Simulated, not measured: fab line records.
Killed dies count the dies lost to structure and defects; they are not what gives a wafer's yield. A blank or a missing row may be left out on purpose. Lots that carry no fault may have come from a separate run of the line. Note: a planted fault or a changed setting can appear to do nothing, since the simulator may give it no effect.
Which tool is to blame? / flow berkeley_cmos170 / 14 lots, 42 wafers sampled, at 7 steps of a route of 331

## WHAT THE GAUGES SHOWED, per wafer
UCB170_PWELL_TW_MEAS_17. Usual: PWELL_TW typically reads 376.9, with standard deviation 1.7.
lot=L855; measured=day 2 23:11; on=film_metro-01; PWELL_TW=375.6 373.8 377.3; flag=
lot=L856; measured=day 3 08:08; on=film_metro-03; PWELL_TW=375.7 377.6 374.6; flag=
lot=L858; measured=day 3 19:02; on=film_metro-01; PWELL_TW=377.4 376.1 373.4; flag=
lot=L859; measured=day 3 18:49; on=film_metro-01; PWELL_TW=377.3 373.6 376.3; flag=
lot=L862; measured=day 4 08:12; on=film_metro-02; PWELL_TW=378.5 376.8 375.3; flag=
lot=L864; measured=day 5 08:28; on=film_metro-02; PWELL_TW=376.1 376.9 378.2; flag=
lot=L868; measured=day 6 02:00; on=film_metro-02; PWELL_TW=375.6 374.0 373.1; flag=
lot=L869; measured=day 6 01:58; on=film_metro-03; PWELL_TW=379.5 379.3 379.7; flag=
lot=L871; measured=day 6 07:56; on=film_metro-01; PWELL_TW=377.2 374.6 374.4; flag=
lot=L872; measured=day 6 17:58; on=film_metro-01; PWELL_TW=376.1 374.9 375.1; flag=
lot=L873; measured=day 6 18:16; on=film_metro-03; PWELL_TW=378.5 377.3 380.5; flag=
lot=L874; measured=day 7 07:07; on=film_metro-02; PWELL_TW=375.3 376.3 374.3; flag=
lot=L876; measured=day 7 07:23; on=film_metro-01; PWELL_TW=378.9 379.8 377.5; flag=
lot=L878; measured=day 7 13:59; on=film_metro-02; PWELL_TW=375.3 378.0 376.2; flag=

UCB170_FIELD_THK_MEAS_02. Usual: FIELD_OXIDE_THK typically reads 557 nm, with standard deviation 9.3.
lot=L855; measured=day 4 21:14; on=film_metro-01; FIELD_OXIDE_THK (nm)=558 546 550; flag=
lot=L856; measured=day 4 21:13; on=film_metro-03; FIELD_OXIDE_THK (nm)=549 544 537; flag=
lot=L858; measured=day 5 11:19; on=film_metro-02; FIELD_OXIDE_THK (nm)=469 475 464; flag=OFF
lot=L859; measured=day 5 11:19; on=film_metro-03; FIELD_OXIDE_THK (nm)=470 475 471; flag=OFF
lot=L862; measured=day 6 02:44; on=film_metro-01; FIELD_OXIDE_THK (nm)=559 552 556; flag=
lot=L864; measured=day 6 22:40; on=film_metro-02; FIELD_OXIDE_THK (nm)=560 558 562; flag=
lot=L868; measured=day 7 11:24; on=film_metro-01; FIELD_OXIDE_THK (nm)=558 559 562; flag=
lot=L869; measured=day 7 11:24; on=film_metro-03; FIELD_OXIDE_THK (nm)=558 559 571; flag=
lot=L871; measured=day 7 21:26; on=film_metro-02; FIELD_OXIDE_THK (nm)=553 554 556; flag=
lot=L872; measured=day 8 08:41; on=film_metro-01; FIELD_OXIDE_THK (nm)=548 538 543; flag=
lot=L873; measured=day 8 08:42; on=film_metro-02; FIELD_OXIDE_THK (nm)=554 560 558; flag=
lot=L874; measured=day 8 17:20; on=film_metro-03; FIELD_OXIDE_THK (nm)=563 559 567; flag=
lot=L876; measured=day 9 00:00; on=film_metro-02; FIELD_OXIDE_THK (nm)=556 556 556; flag=
lot=L878; measured=day 9 00:00; on=film_metro-01; FIELD_OXIDE_THK (nm)=562 552 547; flag=

UCB170_FIELD_THK_MEAS_90. Usual: FIELD_OXIDE_LEFT_1_THK typically reads 441 nm, with standard deviation 9.4.
lot=L855; measured=day 5 05:28; on=film_metro-03; FIELD_OXIDE_LEFT_1_THK (nm)=442 431 433; flag=
lot=L856; measured=day 5 05:26; on=film_metro-02; FIELD_OXIDE_LEFT_1_THK (nm)=436 431 424; flag=
lot=L858; measured=day 5 20:54; on=film_metro-01; FIELD_OXIDE_LEFT_1_THK (nm)=354 359 350; flag=OFF
lot=L859; measured=day 5 20:54; on=film_metro-02; FIELD_OXIDE_LEFT_1_THK (nm)=354 361 356; flag=OFF
lot=L862; measured=day 6 10:52; on=film_metro-02; FIELD_OXIDE_LEFT_1_THK (nm)=445 437 441; flag=
lot=L864; measured=day 7 05:08; on=film_metro-01; FIELD_OXIDE_LEFT_1_THK (nm)=447 446 449; flag=
lot=L868; measured=day 7 16:47; on=film_metro-01; FIELD_OXIDE_LEFT_1_THK (nm)=443 444 447; flag=
lot=L869; measured=day 7 16:47; on=film_metro-03; FIELD_OXIDE_LEFT_1_THK (nm)=443 444 456; flag=
lot=L871; measured=day 8 05:06; on=film_metro-02; FIELD_OXIDE_LEFT_1_THK (nm)=437 438 440; flag=
lot=L872; measured=day 8 16:12; on=film_metro-03; FIELD_OXIDE_LEFT_1_THK (nm)=433 422 428; flag=
lot=L873; measured=day 8 16:13; on=film_metro-01; FIELD_OXIDE_LEFT_1_THK (nm)=440 445 445; flag=
lot=L874; measured=day 8 23:57; on=film_metro-01; FIELD_OXIDE_LEFT_1_THK (nm)=447 443 451; flag=
lot=L876; measured=day 9 07:38; on=film_metro-01; FIELD_OXIDE_LEFT_1_THK (nm)=440 440 441; flag=
lot=L878; measured=day 9 07:38; on=film_metro-02; FIELD_OXIDE_LEFT_1_THK (nm)=445 436 431; flag=

UCB170_FIELD_THK_MEAS_91. Usual: FIELD_OXIDE_LEFT_2_THK typically reads 353 nm, with standard deviation 9.4.
lot=L855; measured=day 5 23:22; on=film_metro-01; FIELD_OXIDE_LEFT_2_THK (nm)=354 343 345; flag=
lot=L856; measured=day 6 00:03; on=film_metro-02; FIELD_OXIDE_LEFT_2_THK (nm)=346 342 334; flag=
lot=L858; measured=day 6 19:36; on=film_metro-02; FIELD_OXIDE_LEFT_2_THK (nm)=266 272 262; flag=OFF
lot=L859; measured=day 6 19:58; on=film_metro-02; FIELD_OXIDE_LEFT_2_THK (nm)=265 272 268; flag=OFF
lot=L862; measured=day 7 00:58; on=film_metro-01; FIELD_OXIDE_LEFT_2_THK (nm)=356 348 353; flag=
lot=L864; measured=day 7 18:53; on=film_metro-01; FIELD_OXIDE_LEFT_2_THK (nm)=360 357 362; flag=
lot=L868; measured=day 8 13:29; on=film_metro-03; FIELD_OXIDE_LEFT_2_THK (nm)=354 355 358; flag=
lot=L869; measured=day 8 12:40; on=film_metro-02; FIELD_OXIDE_LEFT_2_THK (nm)=354 355 367; flag=
lot=L871; measured=day 8 23:23; on=film_metro-01; FIELD_OXIDE_LEFT_2_THK (nm)=349 350 353; flag=
lot=L872; measured=day 9 05:11; on=film_metro-01; FIELD_OXIDE_LEFT_2_THK (nm)=344 333 339; flag=
lot=L873; measured=day 9 05:22; on=film_metro-01; FIELD_OXIDE_LEFT_2_THK (nm)=351 357 355; flag=
lot=L874; measured=day 9 16:04; on=film_metro-03; FIELD_OXIDE_LEFT_2_THK (nm)=359 356 363; flag=
lot=L876; measured=day 10 02:11; on=film_metro-02; FIELD_OXIDE_LEFT_2_THK (nm)=353 352 352; flag=
lot=L878; measured=day 10 02:04; on=film_metro-02; FIELD_OXIDE_LEFT_2_THK (nm)=357 348 343; flag=

## WHICH TOOL RAN EACH LOT (tool, then ch and the chambers of the sampled wafers, then the start)
lot=L855; UCB170_NWELL_STRIP_15=plasma_asher-02 ch 0,1, day 2 04:49; UCB170_PWELL_ETCH_14=rie_diel-03 ch 0,1, day 2 22:49; UCB170_FIELD_OXIDATION_01=furnace-03 ch 0, day 4 18:13
lot=L856; UCB170_NWELL_STRIP_15=plasma_asher-03 ch 0,1, day 2 14:33; UCB170_PWELL_ETCH_14=rie_diel-02 ch 1,3, day 3 07:47; UCB170_FIELD_OXIDATION_01=furnace-03 ch 0, day 4 18:13
lot=L858; UCB170_NWELL_STRIP_15=plasma_asher-02 ch 0,1, day 2 23:10; UCB170_PWELL_ETCH_14=rie_diel-04 ch 1,2,3, day 3 18:41; UCB170_FIELD_OXIDATION_01=furnace-03 ch 0, day 5 08:19
lot=L859; UCB170_NWELL_STRIP_15=plasma_asher-02 ch 0,1, day 3 00:58; UCB170_PWELL_ETCH_14=rie_diel-02 ch 0,1,2, day 3 18:28; UCB170_FIELD_OXIDATION_01=furnace-03 ch 0, day 5 08:19
lot=L862; UCB170_NWELL_STRIP_15=plasma_asher-02 ch 0,1, day 3 15:36; UCB170_PWELL_ETCH_14=rie_diel-04 ch 0,2,3, day 4 07:50; UCB170_FIELD_OXIDATION_01=furnace-01 ch 0, day 5 23:43
lot=L864; UCB170_NWELL_STRIP_15=plasma_asher-02 ch 0,1, day 4 12:03; UCB170_PWELL_ETCH_14=rie_diel-02 ch 0,1,3, day 5 08:06; UCB170_FIELD_OXIDATION_01=furnace-01 ch 0, day 6 19:40
lot=L868; UCB170_NWELL_STRIP_15=plasma_asher-03 ch 0,1, day 5 07:04; UCB170_PWELL_ETCH_14=rie_diel-04 ch 0,2,3, day 6 01:32; UCB170_FIELD_OXIDATION_01=furnace-04 ch 0, day 7 08:24
lot=L869; UCB170_NWELL_STRIP_15=plasma_asher-02 ch 0,1, day 5 07:15; UCB170_PWELL_ETCH_14=rie_diel-03 ch 1,2,3, day 6 01:30; UCB170_FIELD_OXIDATION_01=furnace-04 ch 0, day 7 08:24
lot=L871; UCB170_NWELL_STRIP_15=plasma_asher-03 ch 0,1, day 5 14:34; UCB170_PWELL_ETCH_14=rie_diel-04 ch 0,2, day 6 07:34; UCB170_FIELD_OXIDATION_01=furnace-04 ch 0, day 7 18:25
lot=L872; UCB170_NWELL_STRIP_15=plasma_asher-03 ch 0,1, day 6 01:43; UCB170_PWELL_ETCH_14=rie_diel-02 ch 1,2, day 6 17:37; UCB170_FIELD_OXIDATION_01=furnace-04 ch 0, day 8 05:41
lot=L873; UCB170_NWELL_STRIP_15=plasma_asher-02 ch 0,1, day 6 04:02; UCB170_PWELL_ETCH_14=rie_diel-04 ch 1,2,3, day 6 17:53; UCB170_FIELD_OXIDATION_01=furnace-04 ch 0, day 8 05:41
lot=L874; UCB170_NWELL_STRIP_15=plasma_asher-02 ch 0,1, day 6 13:51; UCB170_PWELL_ETCH_14=rie_diel-03 ch 2,3, day 7 06:45; UCB170_FIELD_OXIDATION_01=furnace-01 ch 0, day 8 14:19
lot=L876; UCB170_NWELL_STRIP_15=plasma_asher-04 ch 0,1, day 6 15:27; UCB170_PWELL_ETCH_14=rie_diel-04 ch 0,1,3, day 7 07:02; UCB170_FIELD_OXIDATION_01=furnace-04 ch 0, day 8 20:58
lot=L878; UCB170_NWELL_STRIP_15=plasma_asher-04 ch 0,1, day 7 00:32; UCB170_PWELL_ETCH_14=rie_diel-03 ch 1,2, day 7 13:38; UCB170_FIELD_OXIDATION_01=furnace-04 ch 0, day 8 20:58
- UCB170_NWELL_STRIP_15: strips in O2.
- UCB170_PWELL_ETCH_14: etches Si3N4 in CH3F/Ar/O2, stops on SiO2, target depth 242 nm, time 151 s.
- UCB170_FIELD_OXIDATION_01: target thk 558.3 nm, ox time 7200 s.

## WHAT THE TOOLS THEMSELVES READ (means of the sampled wafers that have a number; where no wafer has one, the mark that the record gives instead)
UCB170_NWELL_STRIP_15. Usual: drypump_motor_current_A 5.7 A, standard deviation 0.36; o2_flow_sccm 399.9 sccm, standard deviation 1.2; oes_product_au 0.721 a.u., standard deviation 0.0048; strip_time_to_endpoint_s 18.04 s, standard deviation 0.08.
lot=L855; tool=plasma_asher-02; drypump_motor_current_A (A)=5.4; o2_flow_sccm (sccm)=400.3; oes_product_au (a.u.)=0.725; strip_time_to_endpoint_s (s)=18.09; flag=
lot=L856; tool=plasma_asher-03; drypump_motor_current_A (A)=5.7; o2_flow_sccm (sccm)=401.2; oes_product_au (a.u.)=0.722; strip_time_to_endpoint_s (s)=18.08; flag=
lot=L858; tool=plasma_asher-02; drypump_motor_current_A (A)=5.6; o2_flow_sccm (sccm)=399.6; oes_product_au (a.u.)=0.723; strip_time_to_endpoint_s (s)=18.03; flag=
lot=L859; tool=plasma_asher-02; drypump_motor_current_A (A)=5.4; o2_flow_sccm (sccm)=400.0; oes_product_au (a.u.)=0.724; strip_time_to_endpoint_s (s)=18.03; flag=
lot=L862; tool=plasma_asher-02; drypump_motor_current_A (A)=5.5; o2_flow_sccm (sccm)=399.9; oes_product_au (a.u.)=0.722; strip_time_to_endpoint_s (s)=17.95; flag=
lot=L864; tool=plasma_asher-02; drypump_motor_current_A (A)=5.6; o2_flow_sccm (sccm)=400.0; oes_product_au (a.u.)=0.718; strip_time_to_endpoint_s (s)=17.94; flag=
lot=L868; tool=plasma_asher-03; drypump_motor_current_A (A)=5.6; o2_flow_sccm (sccm)=399.3; oes_product_au (a.u.)=0.720; strip_time_to_endpoint_s (s)=18.04; flag=
lot=L869; tool=plasma_asher-02; drypump_motor_current_A (A)=5.4; o2_flow_sccm (sccm)=400.4; oes_product_au (a.u.)=0.719; strip_time_to_endpoint_s (s)=18.02; flag=
lot=L871; tool=plasma_asher-03; drypump_motor_current_A (A)=5.7; o2_flow_sccm (sccm)=398.8; oes_product_au (a.u.)=0.715; strip_time_to_endpoint_s (s)=18.07; flag=
lot=L872; tool=plasma_asher-03; drypump_motor_current_A (A)=6.0; o2_flow_sccm (sccm)=400.6; oes_product_au (a.u.)=0.723; strip_time_to_endpoint_s (s)=17.93; flag=
lot=L873; tool=plasma_asher-02; drypump_motor_current_A (A)=5.6; o2_flow_sccm (sccm)=400.7; oes_product_au (a.u.)=0.726; strip_time_to_endpoint_s (s)=18.16; flag=
lot=L874; tool=plasma_asher-02; drypump_motor_current_A (A)=5.5; o2_flow_sccm (sccm)=400.2; oes_product_au (a.u.)=0.722; strip_time_to_endpoint_s (s)=18.16; flag=
lot=L876; tool=plasma_asher-04; drypump_motor_current_A (A)=5.7; o2_flow_sccm (sccm)=400.6; oes_product_au (a.u.)=0.721; strip_time_to_endpoint_s (s)=18.08; flag=
lot=L878; tool=plasma_asher-04; drypump_motor_current_A (A)=5.7; o2_flow_sccm (sccm)=400.8; oes_product_au (a.u.)=0.723; strip_time_to_endpoint_s (s)=18.05; flag=

UCB170_PWELL_ETCH_14. Usual: drypump_motor_current_A 5.8 A, standard deviation 0.45; oes_product_au 0.927 a.u., standard deviation 0.017; throttle_valve_pct 8.05 %, standard deviation 0.12.
lot=L855; tool=rie_diel-03; drypump_motor_current_A (A)=5.3; oes_product_au (a.u.)=0.905; throttle_valve_pct (%)=8.03; flag=
lot=L856; tool=rie_diel-02; drypump_motor_current_A (A)=5.7; oes_product_au (a.u.)=0.921; throttle_valve_pct (%)=8.09; flag=
lot=L858; tool=rie_diel-04; drypump_motor_current_A (A)=5.8; oes_product_au (a.u.)=0.937; throttle_valve_pct (%)=8.03; flag=
lot=L859; tool=rie_diel-02; drypump_motor_current_A (A)=5.7; oes_product_au (a.u.)=0.935; throttle_valve_pct (%)=8.10; flag=
lot=L862; tool=rie_diel-04; drypump_motor_current_A (A)=5.7; oes_product_au (a.u.)=0.922; throttle_valve_pct (%)=8.05; flag=
lot=L864; tool=rie_diel-02; drypump_motor_current_A (A)=5.6; oes_product_au (a.u.)=0.924; throttle_valve_pct (%)=8.08; flag=
lot=L868; tool=rie_diel-04; drypump_motor_current_A (A)=5.7; oes_product_au (a.u.)=0.937; throttle_valve_pct (%)=8.04; flag=
lot=L869; tool=rie_diel-03; drypump_motor_current_A (A)=5.8; oes_product_au (a.u.)=0.935; throttle_valve_pct (%)=8.09; flag=
lot=L871; tool=rie_diel-04; drypump_motor_current_A (A)=5.7; oes_product_au (a.u.)=0.935; throttle_valve_pct (%)=8.08; flag=
lot=L872; tool=rie_diel-02; drypump_motor_current_A (A)=6.0; oes_product_au (a.u.)=0.933; throttle_valve_pct (%)=8.14; flag=
lot=L873; tool=rie_diel-04; drypump_motor_current_A (A)=5.8; oes_product_au (a.u.)=0.948; throttle_valve_pct (%)=8.04; flag=
lot=L874; tool=rie_diel-03; drypump_motor_current_A (A)=5.9; oes_product_au (a.u.)=0.930; throttle_valve_pct (%)=8.10; flag=
lot=L876; tool=rie_diel-04; drypump_motor_current_A (A)=6.0; oes_product_au (a.u.)=0.935; throttle_valve_pct (%)=7.92; flag=
lot=L878; tool=rie_diel-03; drypump_motor_current_A (A)=5.5; oes_product_au (a.u.)=0.929; throttle_valve_pct (%)=8.05; flag=

UCB170_FIELD_OXIDATION_01. Usual: ox_temp_c 999.9 C, standard deviation 0.42; spike_tc_load_C 1029.0 C, standard deviation 1.4; spike_tc_source_C 1027 C, standard deviation 5; zone_power_centre_pct 50 %, standard deviation 6.2.
lot=L855; tool=furnace-03; ox_temp_c (C)=999.9; spike_tc_load_C (C)=1031.7; spike_tc_source_C (C)=1028; zone_power_centre_pct (%)=39; flag=
lot=L856; tool=furnace-03; ox_temp_c (C)=1000.4; spike_tc_load_C (C)=1031.2; spike_tc_source_C (C)=1029; zone_power_centre_pct (%)=39; flag=
lot=L858; tool=furnace-03; ox_temp_c (C)=999.6; spike_tc_load_C (C)=1030.6; spike_tc_source_C (C)=1028; zone_power_centre_pct (%)=39; flag=
lot=L859; tool=furnace-03; ox_temp_c (C)=999.8; spike_tc_load_C (C)=1031.3; spike_tc_source_C (C)=1028; zone_power_centre_pct (%)=39; flag=
lot=L862; tool=furnace-01; ox_temp_c (C)=999.9; spike_tc_load_C (C)=1029.3; spike_tc_source_C (C)=1022; zone_power_centre_pct (%)=50; flag=
lot=L864; tool=furnace-01; ox_temp_c (C)=1000.1; spike_tc_load_C (C)=1030.7; spike_tc_source_C (C)=1021; zone_power_centre_pct (%)=51; flag=
lot=L868; tool=furnace-04; ox_temp_c (C)=999.6; spike_tc_load_C (C)=1028.7; spike_tc_source_C (C)=1032; zone_power_centre_pct (%)=55; flag=
lot=L869; tool=furnace-04; ox_temp_c (C)=999.9; spike_tc_load_C (C)=1028.0; spike_tc_source_C (C)=1032; zone_power_centre_pct (%)=55; flag=
lot=L871; tool=furnace-04; ox_temp_c (C)=999.7; spike_tc_load_C (C)=1028.3; spike_tc_source_C (C)=1032; zone_power_centre_pct (%)=56; flag=
lot=L872; tool=furnace-04; ox_temp_c (C)=1000.3; spike_tc_load_C (C)=1026.6; spike_tc_source_C (C)=1031; zone_power_centre_pct (%)=55; flag=
lot=L873; tool=furnace-04; ox_temp_c (C)=999.5; spike_tc_load_C (C)=1027.6; spike_tc_source_C (C)=1032; zone_power_centre_pct (%)=55; flag=
lot=L874; tool=furnace-01; ox_temp_c (C)=1000.0; spike_tc_load_C (C)=1029.7; spike_tc_source_C (C)=1021; zone_power_centre_pct (%)=51; flag=
lot=L876; tool=furnace-04; ox_temp_c (C)=1000.7; spike_tc_load_C (C)=1028.1; spike_tc_source_C (C)=1032; zone_power_centre_pct (%)=55; flag=
lot=L878; tool=furnace-04; ox_temp_c (C)=1000.1; spike_tc_load_C (C)=1027.6; spike_tc_source_C (C)=1030; zone_power_centre_pct (%)=55; flag=

## THE ANSWER, worked out from the rows above alone
Rule: lot off if the mean of its wafers having a number is beyond 3 standard deviations from the usual mean. A lot without any number at a reading at which 4 lots or more have one is off too. All remaining lots with rows at the step are treated as sound. The gauges are gone through in route order, then the tools' own readings, and for those a lot's mean is taken as printed above. At the first step where some lot is off, the reading lying furthest off is the one used; lots without a number count as furthest.
Off: at UCB170_FIELD_THK_MEAS_02 (FIELD_OXIDE_THK), L858, L859.
A tool fits if, at a process step before that reading, it ran every lot that is off, and no sound lot after the first of them. Gauges at UCB170_FIELD_THK_MEAS_02: tried the same way as those tools. One candidate fits, namely furnace-03 at UCB170_FIELD_OXIDATION_01. Its last sound lot is L855 (day 4 18:13), its first lot that is off L858 (day 5 08:19): a fault that began between those two fits.

## WHAT WAS PUT IN BY THE SIMULATOR
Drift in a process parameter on furnace-03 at UCB170_FIELD_OXIDATION_01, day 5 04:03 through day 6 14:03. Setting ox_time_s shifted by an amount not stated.
Struck lots among those shown: L859, L858. Same finding as the rule above.
